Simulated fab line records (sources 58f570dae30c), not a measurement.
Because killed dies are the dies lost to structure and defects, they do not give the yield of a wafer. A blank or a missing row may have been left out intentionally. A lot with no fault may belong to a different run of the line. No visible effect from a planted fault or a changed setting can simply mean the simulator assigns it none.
A struck lot beside a sound one :: flow berkeley-cmos170 :: 14 out of 331 route steps
Sound: wafers L689.2, L689.3, L689.4. Struck: wafers L701.2, L701.4, L701.6. Last of all comes the cause.
Each step with rows lists, per side, the tool, then ch with its chambers, then its first start. Under that, the readings that differ: sound wafers :: struck wafers :: difference of the means :: sigmas: that difference in standard deviations of wafers without a fault.
alike: words and numbers the same on both sides, and readings whose means are apart by under 2 such deviations; not compared: readings that were withheld, readings missing a value for some wafer, numbers with overlapping values and no deviation given by the record, and bounds like >300 which may hide the same value.
Wherever a step has rows on one side only, a row that says differs or no value, or a row with sigmas, the two part there. Non-overlapping numbers with no deviation appear without sigmas and do not part them. Lack of a reading on every wafer of one side parts them only where that side has two or more wafers.

first, 1 step without rows for these wafers: UCB170_PLDD_DEVELOP_05 (develop time 45 s).
UCB170_PLDD_CD_MEAS_06 targets a cd of 1200 nm.
  sound on cd-sem-01 at day 8 07:01; struck on cd-sem-01 at day 10 15:27
  alike: cd-nm
UCB170_PLDD_OVL_MEAS_07:
  sound on overlay-02 at day 8 07:07; struck on overlay-02 at day 10 15:33
  alike: PLDD_OVL
then, 2 steps without rows for these wafers: UCB170_PLDD_IMPLANT_08; UCB170_PLDD_IMPLANT_09.
UCB170_PLDD_STRIP_10: strips in O2.
  sound on plasma-asher-04 ch 0,1, day 8 07:27; struck on plasma-asher-04 ch 0,1, day 10 15:53
  alike: drypump-motor-current-A, oes-product-au, strip-time-to-endpoint-s
  not compared: rf-hours-counter-h
UCB170_PLDD_TW_MEAS_11:
  sound on film-metro-04 at day 8 07:34; struck on film-metro-04 at day 10 15:59
  alike: PLDD_TW
then, 5 steps without rows for these wafers: UCB170_PLDD_CLEAN_12 (cleans in SPM, time 600 s); UCB170_NLDD_HMDS_00 (prime time 60 s); UCB170_NLDD_COAT_01 (resist thk 900 nm); UCB170_NLDD_SOFTBAKE_02 (time 60 s); UCB170_NLDD_EXPOSE_03 (exposes mask NSELECT, target cd 1200 nm).
UCB170_NLDD_PEB_04:
  sound on litho-track-01 ch 0, day 8 08:23; struck on litho-track-04, day 10 18:00
  no value came back on the struck wafers for chill-plate-temp-C (C), exhaust-pa (Pa), plate-temp-C (C), resist-line-temp-C (C); on the sound wafers chill-plate-temp-C (C) reads 22.95 23.01 22.92
then, 1 step without rows for these wafers: UCB170_NLDD_DEVELOP_05 (develop time 45 s).

## WHERE THEY PART
UCB170_NLDD_PEB_04 only, going by this record.

WHY: what the simulator had put in
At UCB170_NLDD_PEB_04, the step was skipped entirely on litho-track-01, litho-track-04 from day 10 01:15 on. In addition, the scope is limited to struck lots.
